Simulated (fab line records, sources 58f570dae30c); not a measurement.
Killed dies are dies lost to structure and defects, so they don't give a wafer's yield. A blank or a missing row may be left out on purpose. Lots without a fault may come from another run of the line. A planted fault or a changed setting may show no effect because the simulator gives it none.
Which tool did it? | flow berkeley_cmos170 | 14 lots, 42 wafers sampled, at 3 steps of a route of 331

WHAT THE GAUGES READ, wafer by wafer
UCB170_NWELL_THK_MEAS_02.
lot  | measured    | on            | NWELL_OXIDE_THK (nm)
L245 | day 2 01:51 | film_metro-02 | 26.3 25.9 25.9
L246 | day 2 13:16 | film_metro-02 | 25.5 25.9 25.8
L247 | day 2 18:17 | film_metro-01 | 27.6 27.5 26.9
L250 | day 3 14:26 | film_metro-01 | 26.8 26.8 26.8
L254 | day 4 06:06 | film_metro-01 | 26.8 26.7 26.6
L255 | day 4 10:29 | film_metro-02 | 27.0 27.0 26.9
L256 | day 4 20:50 | film_metro-02 | 26.1 25.9 26.3
L257 | day 4 20:50 | film_metro-01 | 26.5 26.3 26.7
L261 | day 5 18:24 | film_metro-01 | 26.1 26.4 26.7
L263 | day 6 01:24 | film_metro-01 | 26.8 26.9 27.2
L262 | day 6 01:25 | film_metro-02 | 27.0 26.9 27.1
L264 | day 6 07:14 | film_metro-04 | 26.3 26.5 26.2
L265 | day 6 11:28 | film_metro-02 | 25.7 26.1 26.0
L267 | day 6 19:24 | film_metro-04 | 27.4 27.6 27.1

UCB170_NWELL_TW_MEAS_16.
lot  | measured    | on            | NWELL_TW
L245 | day 2 10:42 | film_metro-01 | 1272 1270 1271
L246 | day 2 20:49 | film_metro-01 | 1278 1276 1264
L247 | day 3 03:54 | film_metro-01 | 1261 1256 1260
L250 | day 3 21:11 | film_metro-01 | 1263 1260 1262
L254 | day 4 15:23 | film_metro-01 | 1257 1258 1261
L255 | day 4 20:08 | film_metro-01 | 1267 1261 1265
L256 | day 5 08:23 | film_metro-01 | 1270 1261 1271
L257 | day 5 08:29 | film_metro-02 | 1248 1250 1245
L261 | day 6 03:25 | film_metro-02 | 1240 1243 1238
L263 | day 6 10:32 | film_metro-02 | 1236 1235 1239
L262 | day 6 11:23 | film_metro-04 | 1238 1242 1239
L264 | day 6 15:13 | film_metro-04 | 1241 1243 1238
L265 | day 6 18:20 | film_metro-04 | 1239 1242 1241
L267 | day 7 03:41 | film_metro-04 | 1251 1235 1241

WHICH TOOL RAN EACH LOT (tool, then ch and the chambers of the sampled wafers, then the start)
lot  | UCB170_ZERO_ETCH_06
L245 | rie_diel-02 ch 1,2,3, day 1 20:33
L246 | rie_diel-02 ch 2,3, day 2 09:08
L247 | rie_diel-02 ch 1,2,3, day 2 12:20
L250 | rie_diel-04 ch 0,2,3, day 3 04:30
L254 | rie_diel-04 ch 0,2,3, day 3 23:57
L255 | rie_diel-04 ch 1,2,3, day 4 04:40
L256 | rie_diel-04 ch 1,2,3, day 4 12:41
L257 | rie_diel-03 ch 0,1,2, day 4 12:58
L261 | rie_diel-03 ch 1,2, day 5 13:32
L263 | rie_diel-03 ch 1,2, day 5 22:11
L262 | rie_diel-02 ch 1,2,3, day 5 23:37
L264 | rie_diel-03 ch 2,3, day 6 01:48
L265 | rie_diel-03 ch 2,3, day 6 03:50
L267 | rie_diel-02 ch 2,3, day 6 15:05
- UCB170_ZERO_ETCH_06: etches SiO2 in CHF3/CF4/Ar, time 12 s.

WHAT THE TOOLS THEMSELVES READ (means of the sampled wafers that have a number; where no wafer has one, the mark that the record gives instead)
UCB170_ZERO_ETCH_06.
lot  | tool        | drypump_motor_current_A (A) | oes_product_au (a.u.) | throttle_valve_pct (%)
L245 | rie_diel-02 | 5.7                         | 0.614                 | 9.23
L246 | rie_diel-02 | 5.8                         | 0.610                 | 9.28
L247 | rie_diel-02 | 5.7                         | 0.619                 | 9.22
L250 | rie_diel-04 | 6.0                         | 0.616                 | 9.21
L254 | rie_diel-04 | 6.0                         | 0.613                 | 9.22
L255 | rie_diel-04 | 5.3                         | 0.613                 | 9.18
L256 | rie_diel-04 | 5.4                         | 0.612                 | 9.18
L257 | rie_diel-03 | 6.2                         | 0.620                 | 9.23
L261 | rie_diel-03 | 6.4                         | 0.625                 | 9.11
L263 | rie_diel-03 | 6.1                         | 0.626                 | 9.16
L262 | rie_diel-02 | 5.7                         | 0.623                 | 9.23
L264 | rie_diel-03 | 5.7                         | 0.617                 | 9.18
L265 | rie_diel-03 | 5.5                         | 0.620                 | 9.13
L267 | rie_diel-02 | 5.7                         | 0.612                 | 9.15

THE ANSWER, worked out from the rows above alone
Rule: what is usual is taken from the lots themselves. Put in order of their means at a reading, lots are off if they are a third of the lots or fewer, leave a main group of 4 or more, and stand apart from it by a gap of 3 or more times the standard deviation of the main group's means; of several such gaps the widest counts. A main group whose means are all the same, to the digits that the tables above print for the reading, isn't used. A lot without any number at a reading at which 4 lots or more have one is off too. The other lots that the step has rows for count as sound. The gauges are gone through in route order, then the tools' own readings, and for those a lot's mean is taken as printed above. The first step at which some lot is off is used, and at that step the reading that is off furthest; a lot without a number counts as furthest.
No lot is off at any reading shown: from this, nothing can be told.

WHAT THE SIMULATOR HAD PUT IN
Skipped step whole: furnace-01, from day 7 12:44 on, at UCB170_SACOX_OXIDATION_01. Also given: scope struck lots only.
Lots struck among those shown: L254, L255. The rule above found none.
